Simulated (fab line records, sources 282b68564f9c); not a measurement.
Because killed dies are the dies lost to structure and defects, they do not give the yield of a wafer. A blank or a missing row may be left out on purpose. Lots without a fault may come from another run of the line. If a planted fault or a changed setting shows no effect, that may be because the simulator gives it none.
fab line records	flow ritCmos
record: lots: 14	wafers: 42	lastDay: 7
route steps=202 shown ACTIVE@15 NWELL@34 GATE@97 M1@202
lots untouched by any fault: they come from a run of this same line in which no faults occurred
startH: hours from the record's opening day to when the first of the lot's shown wafers began	waitH: time in hours since the lot's previous step	" identical to the entry in the row above	L1.1+2: several wafers, shown together as one row	- value missing, or start not given	* or withheld: withheld	< > ~ a bound
route shown NAME@n: a module of which the file shows steps, and the number in the route of the first	usual: mean/standard deviation of fault-free wafers	same: alike in all rows	chamber/n: place in a boat	sites: the reading at each site	_std_site: their standard deviation	_edge_site: outer sites' mean less inner sites'	radiusMm: for every site, how far away it sits from the centre of the wafer	mask NAME#n: copy n	behind: the tool/chamber that last shaped the wafer	hold: why the lot was held/for how many hours/how that ended	device: transistor that didn't switch, given as n, p or np	end of line: at the end of the route, the tests of the same wafers	for a step that has no rows: nothing shown but its recipe	killed: count of dies lost to structure and defects at first sort (not the wafer's yield)	map: a wafer's dies, marking killed ones x, the rest . and places with no die _
set.NAME: the setting as run; set.NAME@STEP: as run at that earlier step	model.NAME: the simulator's own value behind a step, which no gauge read
a sample of lots followed through the steps of the route, with each step as a table and each wafer as a row
services: a tool's chamber out of use, with start hour (startH, from the record's first day; less than 0 if before it), hours out, and reason
== steps ==
step: RIT_ACTIVE_STRIP_14
recipe: chemistry: O2	timeS: 180	resist: NOVOLAK	platenTempC: withheld	powerW: 500	pressureMtorr: 4000	o2FlowSccm: 4000
usual: drypumpMotorCurrentA: 5.5/0.68
lot.wafer	tool	chamber	startH	waitH	drypumpMotorCurrentA	rfHoursCounterH
L936.4	plasmaAsher-04	1	14.95	0.1	6.6	-
L936.5	"	0	"	"	5.0	-
L936.6	"	1	"	"	6.6	-
L937.2	plasmaAsher-03	0	19.97	0.1	6.3	36
L937.3	"	0	"	"	6.3	-
L937.5	"	1	"	"	5.0	-
L938.1	plasmaAsher-03	1	24.97	0.1	5.0	36
L938.3	"	0	"	"	6.3	-
L938.5	"	0	"	"	6.3	-
L939.1	plasmaAsher-03	1	29.84	0.1	5.1	37
L939.2	"	0	"	"	6.3	37
L939.6	"	0	"	"	6.3	-
L940.2	plasmaAsher-03	1	34.98	0.1	5.1	37
L940.5	"	0	"	"	6.3	-
L940.6	"	1	"	"	5.0	-
L941.1	plasmaAsher-03	0	39.97	0.1	6.3	38
L941.4	"	1	"	"	5.0	-
L941.6	"	1	"	"	5.1	-
L942.1	plasmaAsher-01	1	44.97	0.1	4.8	25
L942.2	"	0	"	"	5.2	25
L942.5	"	1	"	"	4.8	-
L946.4	plasmaAsher-04	0	66.01	0.1	5.0	-
L946.5	"	1	"	"	6.5	-
L946.6	"	0	"	"	5.0	-
L947.1	plasmaAsher-04	1	70.17	0.1	6.5	44
L947.2	"	0	"	"	5.0	44
L947.6	"	0	"	"	5.0	-
L949.2	plasmaAsher-04	1	79.84	0.1	6.5	45
L949.4	"	0	"	"	5.0	-
L949.6	"	0	"	"	5.0	-
L951.1	plasmaAsher-01	1	89.86	0.1	4.8	29
L951.3	"	1	"	"	4.8	-
L951.6	"	1	"	"	4.8	-
L952.1	plasmaAsher-04	0	96.31	0.1	5.0	46
L952.2	"	1	"	"	6.5	46
L952.6	"	1	"	"	6.6	-
L954.1	plasmaAsher-01	1	106.01	0.1	4.8	31
L954.4	"	0	"	"	5.2	-
L954.5	"	0	"	"	5.2	-
L958.3	plasmaAsher-03	0	126.90	0.1	6.2	-
L958.4	"	1	"	"	5.0	-
L958.6	"	1	"	"	5.0	-
step: RIT_NWELL_OVL_MEAS_06
usual: NWELL_OVL: 0.2/1.4
lot.wafer	tool	chamber	startH	waitH	NWELL_OVL[nm]
L936.4	overlay-02	-	20.87	-	-1.0
L936.5	"	-	"	"	-1.1
L936.6	"	-	"	"	-1.7
L937.2	overlay-01	-	25.26	-	1.6
L937.3	"	-	"	"	2.4
L937.5	"	-	"	"	2.3
L938.1	overlay-01	-	30.38	-	0.5
L938.3	"	-	"	"	0.2
L938.5	"	-	"	"	-0.7
L939.1	overlay-02	-	35.81	-	-3.0
L939.2	"	-	"	"	-3.3
L939.6	"	-	"	"	-3.0
L940.2	overlay-02	-	41.08	-	-0.5
L940.5	"	-	"	"	0.9
L940.6	"	-	"	"	0.4
L941.1	overlay-01	-	45.38	-	-0.3
L941.4	"	-	"	"	0.0
L941.6	"	-	"	"	1.5
L942.1	overlay-01	-	50.38	-	0.9
L942.2	"	-	"	"	0.2
L942.5	"	-	"	"	-0.4
L946.4	overlay-01	-	72.03	-	0.4
L946.5	"	-	"	"	1.2
L946.6	"	-	"	"	0.2
L947.1	overlay-02	-	76.91	-	2.0
L947.2	"	-	"	"	0.7
L947.6	"	-	"	"	0.3
L949.2	overlay-01	-	88.83	-	-1.0
L949.4	"	-	"	"	0.5
L949.6	"	-	"	"	0.4
L951.1	overlay-02	-	98.09	-	-1.4
L951.3	"	-	"	"	-0.1
L951.6	"	-	"	"	0.8
L952.1	overlay-02	-	106.49	-	1.3
L952.2	"	-	"	"	1.8
L952.6	"	-	"	"	0.2
L954.1	overlay-02	-	113.04	-	-0.8
L954.4	"	-	"	"	1.6
L954.5	"	-	"	"	-0.6
L958.3	overlay-01	-	134.79	-	0.1
L958.4	"	-	"	"	-0.6
L958.6	"	-	"	"	-1.1
step: RIT_NWELL_IMPLANT_08
recipe: species: P	energyKev: 170	doseCm2: 5e+13	tiltDeg: 7
usual: doseIonsCm2: 5e+13/5e+10	faradayCurrentUA: 159/3.4
lot.wafer	tool	chamber	startH	waitH	doseIonsCm2	faradayCurrentUA
L936.4	implanter-04	0	21.22	0.2	5.004e+13	156
L936.5	"	0	"	"	4.996e+13	157
L936.6	"	0	"	"	5.001e+13	158
L937.2	implanter-04	0	25.56	0.2	5.005e+13	156
L937.3	"	0	"	"	5.003e+13	158
L937.5	"	0	"	"	5.004e+13	162
L938.1	implanter-04	0	30.66	0.2	4.994e+13	160
L938.3	"	0	"	"	4.993e+13	168
L938.5	"	0	"	"	4.993e+13	158
L939.1	implanter-03	0	36.10	0.2	4.999e+13	155
L939.2	"	0	"	"	4.995e+13	161
L939.6	"	0	"	"	4.995e+13	163
L940.2	implanter-02	0	41.38	0.2	5.002e+13	154
L940.5	"	0	"	"	4.99e+13	161
L940.6	"	0	"	"	4.999e+13	160
L941.1	implanter-04	0	45.66	0.2	5.005e+13	163
L941.4	"	0	"	"	5.005e+13	163
L941.6	"	0	"	"	5.002e+13	166
L942.1	implanter-02	0	50.67	0.2	4.999e+13	156
L942.2	"	0	"	"	5.006e+13	158
L942.5	"	0	"	"	5.006e+13	160
L946.4	implanter-03	0	72.37	0.2	4.995e+13	151
L946.5	"	0	"	"	5.001e+13	159
L946.6	"	0	"	"	4.995e+13	158
L947.1	implanter-03	0	77.20	0.2	7.993e+13	255
L947.2	"	0	"	"	7.993e+13	245
L947.6	"	0	"	"	8.002e+13	261
L949.2	implanter-03	0	89.13	0.2	7.996e+13	257
L949.4	"	0	"	"	7.998e+13	259
L949.6	"	0	"	"	7.997e+13	256
L951.1	implanter-04	0	98.38	0.2	5.008e+13	158
L951.3	"	0	"	"	5.006e+13	159
L951.6	"	0	"	"	5.003e+13	164
L952.1	implanter-02	0	106.78	0.2	5e+13	153
L952.2	"	0	"	"	5.003e+13	158
L952.6	"	0	"	"	5.007e+13	161
L954.1	implanter-02	0	113.33	0.2	4.994e+13	163
L954.4	"	0	"	"	4.996e+13	159
L954.5	"	0	"	"	4.994e+13	163
L958.3	implanter-02	0	135.11	0.2	5.002e+13	161
L958.4	"	0	"	"	5.007e+13	159
L958.6	"	0	"	"	4.995e+13	160
step: RIT_NWELL_TW_MEAS_10
usual: NWELL_TW: 2136/13
lot.wafer	tool	chamber	startH	waitH	NWELL_TW
L936.4	filmMetro-03	-	21.50	0.1	2133
L936.5	"	-	"	"	2140
L936.6	"	-	"	"	2127
L937.2	filmMetro-04	-	25.87	0.1	2140
L937.3	"	-	"	"	2150
L937.5	"	-	"	"	2145
L938.1	filmMetro-03	-	30.99	0.1	2116
L938.3	"	-	"	"	2122
L938.5	"	-	"	"	2114
L939.1	filmMetro-04	-	36.42	0.1	2129
L939.2	"	-	"	"	2137
L939.6	"	-	"	"	2138
L940.2	filmMetro-03	-	41.69	0.1	2123
L940.5	"	-	"	"	2114
L940.6	"	-	"	"	2119
L941.1	filmMetro-01	-	45.99	0.1	2132
L941.4	"	-	"	"	2131
L941.6	"	-	"	"	2160
L942.1	filmMetro-01	-	50.99	0.1	2134
L942.2	"	-	"	"	2144
L942.5	"	-	"	"	2143
L946.4	filmMetro-03	-	72.71	0.1	2118
L946.5	"	-	"	"	2121
L946.6	"	-	"	"	2115
L947.1	filmMetro-01	-	77.52	0.1	2475
L947.2	"	-	"	"	2463
L947.6	"	-	"	"	2468
L949.2	filmMetro-04	-	89.44	0.1	2487
L949.4	"	-	"	"	2489
L949.6	"	-	"	"	2472
L951.1	filmMetro-04	-	98.70	0.1	2140
L951.3	"	-	"	"	2149
L951.6	"	-	"	"	2139
L952.1	filmMetro-01	-	107.10	0.1	2134
L952.2	"	-	"	"	2130
L952.6	"	-	"	"	2125
L954.1	filmMetro-04	-	113.65	0.1	2145
L954.4	"	-	"	"	2154
L954.5	"	-	"	"	2154
L958.3	filmMetro-04	-	135.41	0.1	2157
L958.4	"	-	"	"	2137
L958.6	"	-	"	"	2138
step: RIT_WELLDRIVE_RS_MEAS_01
recipe: thkMeasGauge: four-point-probe
usual: NWELL_RS: 275.1/0.76
lot.wafer	tool	chamber	startH	waitH	NWELL_RS[ohm/sq]
L936.4	filmMetro-04	-	29.25	0.1	275.9
L936.5	"	-	"	"	276.2
L936.6	"	-	"	"	274.7
L937.2	filmMetro-03	-	32.71	0.0	274.3
L937.3	"	-	"	"	273.2
L937.5	"	-	"	"	274.6
L938.1	filmMetro-04	-	37.79	0.0	275.6
L938.3	"	-	"	"	275.1
L938.5	"	-	"	"	275.1
L939.1	filmMetro-04	-	43.26	0.0	276.4
L939.2	"	-	"	"	276.8
L939.6	"	-	"	"	276.2
L940.2	filmMetro-04	-	48.62	0.0	273.9
L940.5	"	-	"	"	274.9
L940.6	"	-	"	"	273.7
L941.1	filmMetro-04	-	53.18	0.0	274.7
L941.4	"	-	"	"	273.6
L941.6	"	-	"	"	274.8
L942.1	filmMetro-03	-	59.95	0.0	274.9
L942.2	"	-	"	"	274.8
L942.5	"	-	"	"	275.9
L946.4	filmMetro-04	-	79.88	0.1	274.9
L946.5	"	-	"	"	275.7
L946.6	"	-	"	"	274.5
L947.1	filmMetro-03	-	84.91	0.0	207.9
L947.2	"	-	"	"	208.2
L947.6	"	-	"	"	208.5
L949.2	filmMetro-03	-	97.49	0.0	208.0
L949.4	"	-	"	"	207.8
L949.6	"	-	"	"	207.5
L951.1	filmMetro-03	-	107.22	0.0	275.5
L951.3	"	-	"	"	275.9
L951.6	"	-	"	"	276.1
L952.1	filmMetro-03	-	114.69	0.0	274.9
L952.2	"	-	"	"	274.4
L952.6	"	-	"	"	274.2
L954.1	filmMetro-04	-	123.64	0.0	276.9
L954.4	"	-	"	"	275.9
L954.5	"	-	"	"	276.7
L958.3	filmMetro-04	-	142.34	0.0	276.1
L958.4	"	-	"	"	276.4
L958.6	"	-	"	"	275.7
step: RIT_GATE_CD_MEAS_90
recipe: targetCdNm: 150
usual: cdNm: 150.5/2.5
lot.wafer	tool	chamber	startH	waitH	cdNm
L936.4	cdSem-02	-	37.96	0.1	149.6
L936.5	"	-	"	"	152.9
L936.6	"	-	"	"	150.4
L937.2	cdSem-01	-	41.51	0.1	151.5
L937.3	"	-	"	"	150.9
L937.5	"	-	"	"	147.9
L938.1	cdSem-01	-	48.55	0.1	152.3
L938.3	"	-	"	"	149.7
L938.5	"	-	"	"	150.9
L939.1	cdSem-01	-	51.83	0.1	150.5
L939.2	"	-	"	"	148.5
L939.6	"	-	"	"	150.4
L940.2	cdSem-01	-	57.84	0.1	149.7
L940.5	"	-	"	"	150.6
L940.6	"	-	"	"	150.4
L941.1	cdSem-01	-	62.11	0.1	150.8
L941.4	"	-	"	"	154.3
L941.6	"	-	"	"	152.1
L942.1	cdSem-01	-	69.05	0.1	152.8
L942.2	"	-	"	"	155.2
L942.5	"	-	"	"	153.4
L946.4	cdSem-01	-	88.47	0.1	150.5
L946.5	"	-	"	"	149.1
L946.6	"	-	"	"	151.2
L947.1	cdSem-02	-	95.82	0.1	148.6
L947.2	"	-	"	"	146.6
L947.6	"	-	"	"	150.4
L949.2	cdSem-02	-	112.87	0.1	147.9
L949.4	"	-	"	"	147.9
L949.6	"	-	"	"	147.5
L951.1	cdSem-01	-	118.54	0.1	150.1
L951.3	"	-	"	"	150.6
L951.6	"	-	"	"	147.3
L952.1	cdSem-02	-	127.68	0.1	147.5
L952.2	"	-	"	"	146.8
L952.6	"	-	"	"	147.1
L954.1	cdSem-01	-	134.79	0.1	151.1
L954.4	"	-	"	"	152.8
L954.5	"	-	"	"	152.0
L958.3	cdSem-02	-	151.95	0.1	146.9
L958.4	"	-	"	"	148.3
L958.6	"	-	"	"	147.8
step: RIT_M1_PROBE_99
usual: killed_at_M0_to_M3: 0.0/0.12	killedAtContacts: 0.1/0.24	killedAtFrontEnd: 6.6/2.7	killedDies: 6.6/2.7	killedOpen: 3.3/1.8	killedShort: 3.4/1.9
same: grossDies: 264	killed_at_M4_up: 0	killedAtBackSide: 0	killedAtOther: 0
lot.wafer	tool	chamber	startH	waitH	killed_at_M0_to_M3	killedAtContacts	killedAtFrontEnd	killedDies	killedOpen	killedShort
L936.4	prober-01	-	57.69	0.2	0	0	9	9	3	6
L936.5	prober-01	-	57.74	0.2	0	0	8	8	3	5
L936.6	prober-01	-	57.79	0.2	0	0	9	9	3	6
L937.2	prober-02	-	61.73	0.1	0	0	6	6	5	1
L937.3	prober-02	-	61.78	0.2	0	0	9	9	5	4
L937.5	prober-02	-	61.88	0.2	0	0	6	6	4	2
L938.1	prober-01	-	68.13	0.1	0	0	7	7	5	2
L938.3	prober-01	-	68.23	0.2	0	0	8	8	3	5
L938.5	prober-01	-	68.33	0.2	0	0	8	8	4	4
L939.1	prober-02	-	71.59	0.1	0	0	9	9	5	4
L939.2	prober-02	-	71.64	0.1	0	0	6	6	2	4
L939.6	prober-02	-	71.84	0.2	0	0	3	3	0	3
L940.2	prober-01	-	78.72	0.1	0	0	6	6	3	3
L940.5	prober-01	-	78.87	0.2	1	0	9	10	7	3
L940.6	prober-01	-	78.92	0.2	0	0	7	7	4	3
L941.1	prober-02	-	82.81	0.1	0	0	14	14	8	6
L941.4	prober-02	-	82.96	0.2	0	0	7	7	4	3
L941.6	prober-02	-	83.06	0.2	0	0	9	9	5	4
L942.1	prober-01	-	90.20	0.1	0	0	4	4	3	1
L942.2	prober-01	-	90.25	0.1	0	0	8	8	3	5
L942.5	prober-01	-	90.40	0.2	0	0	4	4	3	1
L946.4	prober-01	-	109.69	0.2	0	0	5	5	4	1
L946.5	prober-01	-	109.74	0.2	0	0	9	9	5	4
L946.6	prober-01	-	109.79	0.2	0	0	3	3	1	2
L947.1	prober-02	-	116.98	0.1	0	0	6	6	3	3
L947.2	prober-02	-	117.03	0.1	0	0	6	6	4	2
L947.6	prober-02	-	117.23	0.2	0	0	9	9	3	6
L949.2	prober-02	-	136.10	0.1	0	0	3	3	2	1
L949.4	prober-02	-	136.20	0.2	0	1	3	4	1	3
L949.6	prober-02	-	136.30	0.2	0	0	5	5	2	3
L951.1	prober-02	-	140.96	0.1	0	0	11	11	4	7
L951.3	prober-02	-	141.06	0.2	0	0	7	7	3	4
L951.6	prober-02	-	141.21	0.2	0	1	6	7	5	2
L952.1	prober-01	-	148.81	0.1	0	0	5	5	4	1
L952.2	prober-01	-	148.86	0.1	0	0	5	5	3	2
L952.6	prober-01	-	149.06	0.2	0	0	9	9	5	4
L954.1	prober-01	-	155.42	0.1	0	0	9	9	7	2
L954.4	prober-01	-	155.57	0.2	0	1	11	12	4	8
L954.5	prober-01	-	155.62	0.2	0	0	4	4	2	2
L958.3	prober-01	-	172.00	0.2	0	0	5	5	2	3
L958.4	prober-01	-	172.05	0.2	0	0	3	3	1	2
L958.6	prober-01	-	172.15	0.2	0	1	6	7	4	3
killed by level:class
L936.4 SPACER:geometricParticle:short=3 SILICIDE:geometricParticle:open=2 SILICIDE:geometricParticle:short=2 GATE:geometricParticle:short=1 REOX:geometricParticle:open=1
L936.5 REOX:geometricParticle:short=2 FOX1:geometricParticle:short=1 FOX1:geometricParticle:open=1 FOX2:geometricParticle:open=1 GATE:geometricParticle:open=1 SPACER:geometricParticle:short=1 SILICIDE:geometricParticle:short=1
L936.6 GATE:geometricParticle:short=2 REOX:geometricParticle:short=2 FOX1:geometricParticle:open=1 FOX2:geometricParticle:short=1 GATE:geometricParticle:open=1 SPACER:geometricParticle:open=1 SILICIDE:geometricParticle:short=1
L937.2 SPACER:geometricParticle:open=4 GATE:geometricParticle:open=1 SPACER:geometricParticle:short=1
L937.3 FOX2:geometricParticle:short=2 FOX2:geometricParticle:open=2 REOX:geometricParticle:open=1 FOX1:geometricParticle:open=1 SPACER:geometricParticle:open=1 SPACER:geometricParticle:short=1 SILICIDE:geometricParticle:short=1
L937.5 SILICIDE:geometricParticle:open=2 FOX1:geometricParticle:open=1 FOX2:geometricParticle:open=1 REOX:geometricParticle:short=1 SILICIDE:geometricParticle:short=1
L938.1 GATE:geometricParticle:open=4 FOX1:geometricParticle:open=1 FOX2:geometricParticle:short=1 GATE:geometricParticle:short=1
L938.3 FOX2:geometricParticle:short=2 FOX1:geometricParticle:open=1 GATE:geometricParticle:open=1 GATE:geometricParticle:short=1 REOX:geometricParticle:open=1 SPACER:geometricParticle:short=1 SILICIDE:geometricParticle:short=1
L938.5 GATE:geometricParticle:short=3 GATE:geometricParticle:open=2 FOX2:geometricParticle:open=1 REOX:geometricParticle:open=1 SILICIDE:geometricParticle:short=1
L939.1 FOX1:geometricParticle:open=2 GATE:geometricParticle:short=2 SILICIDE:geometricParticle:open=2 REOX:geometricParticle:open=1 REOX:geometricParticle:short=1 SPACER:geometricParticle:short=1
L939.2 SPACER:geometricParticle:short=3 FOX1:geometricParticle:open=1 GATE:geometricParticle:short=1 GATE:geometricParticle:open=1
L939.6 GATE:geometricParticle:short=3
L940.2 GATE:geometricParticle:short=3 FOX1:geometricParticle:open=1 FOX2:geometricParticle:open=1 REOX:geometricParticle:open=1
L940.5 GATE:geometricParticle:open=4 FOX1:geometricParticle:open=2 FOX2:geometricParticle:short=1 GATE:geometricParticle:short=1 SPACER:geometricParticle:open=1 M1:geometricParticle:short=1
L940.6 FOX2:geometricParticle:open=2 GATE:geometricParticle:open=2 SPACER:geometricParticle:short=2 GATE:geometricParticle:short=1
L941.1 GATE:geometricParticle:short=3 GATE:geometricParticle:open=2 REOX:geometricParticle:open=2 SPACER:geometricParticle:open=2 SILICIDE:geometricParticle:short=2 FOX1:geometricParticle:open=1 FOX2:geometricParticle:open=1 REOX:geometricParticle:short=1
L941.4 GATE:geometricParticle:short=2 GATE:geometricParticle:open=1 REOX:geometricParticle:open=1 REOX:geometricParticle:short=1 SPACER:geometricParticle:open=1 SILICIDE:geometricParticle:open=1
L941.6 SILICIDE:geometricParticle:open=3 REOX:geometricParticle:open=2 SPACER:geometricParticle:short=2 FOX1:geometricParticle:short=1 GATE:geometricParticle:short=1
L942.1 REOX:geometricParticle:open=2 GATE:geometricParticle:short=1 GATE:geometricParticle:open=1
L942.2 FOX1:geometricParticle:short=2 GATE:geometricParticle:short=2 GATE:geometricParticle:open=1 REOX:geometricParticle:open=1 REOX:geometricParticle:short=1 SPACER:geometricParticle:open=1
L942.5 SPACER:geometricParticle:open=2 FOX1:geometricParticle:short=1 GATE:geometricParticle:open=1
L946.4 FOX2:geometricParticle:open=2 GATE:geometricParticle:open=1 REOX:geometricParticle:short=1 SPACER:geometricParticle:open=1
L946.5 FOX1:geometricParticle:open=2 FOX1:geometricParticle:short=1 FOX2:geometricParticle:short=1 GATE:geometricParticle:short=1 GATE:geometricParticle:open=1 REOX:geometricParticle:open=1 REOX:geometricParticle:short=1 SILICIDE:geometricParticle:open=1
L946.6 FOX2:geometricParticle:short=1 GATE:geometricParticle:short=1 REOX:geometricParticle:open=1
L947.1 GATE:geometricParticle:open=2 FOX1:geometricParticle:short=1 FOX2:geometricParticle:short=1 SILICIDE:geometricParticle:open=1 SILICIDE:geometricParticle:short=1
L947.2 GATE:geometricParticle:open=3 FOX1:geometricParticle:short=1 GATE:geometricParticle:short=1 SPACER:geometricParticle:open=1
L947.6 GATE:geometricParticle:short=3 SILICIDE:geometricParticle:short=2 FOX2:geometricParticle:short=1 GATE:geometricParticle:open=1 SPACER:geometricParticle:open=1 SILICIDE:geometricParticle:open=1
L949.2 GATE:geometricParticle:open=2 GATE:geometricParticle:short=1
L949.4 GATE:geometricParticle:short=2 FOX1:geometricParticle:open=1 CONTACT:geometricParticle:short=1
L949.6 FOX1:geometricParticle:open=1 GATE:geometricParticle:open=1 GATE:geometricParticle:short=1 REOX:geometricParticle:short=1 SILICIDE:geometricParticle:short=1
L951.1 GATE:geometricParticle:short=3 GATE:geometricParticle:open=2 FOX1:geometricParticle:short=1 FOX2:geometricParticle:short=1 FOX2:geometricParticle:open=1 REOX:geometricParticle:short=1 SPACER:geometricParticle:open=1 SILICIDE:geometricParticle:short=1
L951.3 FOX2:geometricParticle:open=2 GATE:geometricParticle:short=2 REOX:geometricParticle:short=1 REOX:geometricParticle:open=1 SILICIDE:geometricParticle:short=1
L951.6 GATE:geometricParticle:open=2 SILICIDE:geometricParticle:open=2 FOX2:geometricParticle:open=1 FOX2:geometricParticle:short=1 CONTACT:geometricParticle:short=1
L952.1 SILICIDE:geometricParticle:open=2 GATE:geometricParticle:open=1 REOX:geometricParticle:open=1 SILICIDE:geometricParticle:short=1
L952.2 FOX2:geometricParticle:short=1 GATE:geometricParticle:short=1 GATE:geometricParticle:open=1 REOX:geometricParticle:open=1 SILICIDE:geometricParticle:open=1
L952.6 FOX1:geometricParticle:short=3 SILICIDE:geometricParticle:open=3 GATE:geometricParticle:open=2 FOX2:geometricParticle:short=1
L954.1 GATE:geometricParticle:open=3 SILICIDE:geometricParticle:open=2 FOX2:geometricParticle:open=1 GATE:geometricParticle:short=1 REOX:geometricParticle:open=1 SILICIDE:geometricParticle:short=1
L954.4 GATE:geometricParticle:short=4 FOX1:geometricParticle:short=3 FOX2:geometricParticle:open=2 GATE:geometricParticle:open=1 SILICIDE:geometricParticle:short=1 CONTACT:geometricParticle:open=1
L954.5 FOX1:geometricParticle:short=1 FOX1:geometricParticle:open=1 FOX2:geometricParticle:open=1 GATE:geometricParticle:short=1
L958.3 FOX1:geometricParticle:short=2 FOX1:geometricParticle:open=1 GATE:geometricParticle:open=1 GATE:geometricParticle:short=1
L958.4 GATE:geometricParticle:short=1 GATE:geometricParticle:open=1 SPACER:geometricParticle:short=1
L958.6 GATE:geometricParticle:short=2 GATE:geometricParticle:open=2 FOX1:geometricParticle:open=1 FOX1:geometricParticle:short=1 CONTACT:geometricParticle:open=1
== services ==
tool	chamber	startH	hours	kind
implanter-04	-	-0.24	3.9	repair
plasmaAsher-03	-	11.19	8.2	pm
plasmaAsher-04	-	39.45	0.6	repair
implanter-03	-	45.40	3.8	pm
implanter-04	-	63.70	2.8	pm
implanter-02	-	67.56	1.7	repair
plasmaAsher-01	-	73.99	2.6	repair
implanter-02	-	86.41	3.6	repair
implanter-02	-	90.02	4.2	pm
plasmaAsher-03	-	111.94	2.0	repair
== key ==
firstSign: step: RIT_NWELL_IMPLANT_08	reading: doseIonsCm2	direction: up	sigmas: 99+	usual: 5e+13	struck: 7.997e+13
effect: step: RIT_NWELL_IMPLANT_08	reading: faradayCurrentUA	direction: up	sigmas: 28	usual: 159	struck: 255
effect: step: RIT_NWELL_TW_MEAS_10	reading: NWELL_TW	direction: up	sigmas: 26	usual: 2136	struck: 2475
effect: step: RIT_WELLDRIVE_RS_MEAS_01	reading: NWELL_RS	direction: down	sigmas: 89	usual: 275.1	struck: 208.0
metAt RIT_NWELL_IMPLANT_08
struckLots L947,L949
testerLeftOut L947,L949
notActingAt RIT_ACTIVE_STRIP_14,RIT_NWELL_OVL_MEAS_06,RIT_GATE_CD_MEAS_90
onsetBetween 72.37 77.20
fault: kind: processParameterDrift	tool: implanter-03	chamber: -	onsetH: 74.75	steps: RIT_NWELL_IMPLANT_08	channel: doseCm2	offset: 3e+13	shape: step	endH: 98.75	actsIn: theseRecipesOnly	stated: 5e+13
testerLeftOut: of these lots the tester's yield and bins aren't shown, on N5 and GAA mostly nor the transistor test; their killed dies are dies lost to structure and defects alone, not to doping, threshold or leakage, so they don't give the yield
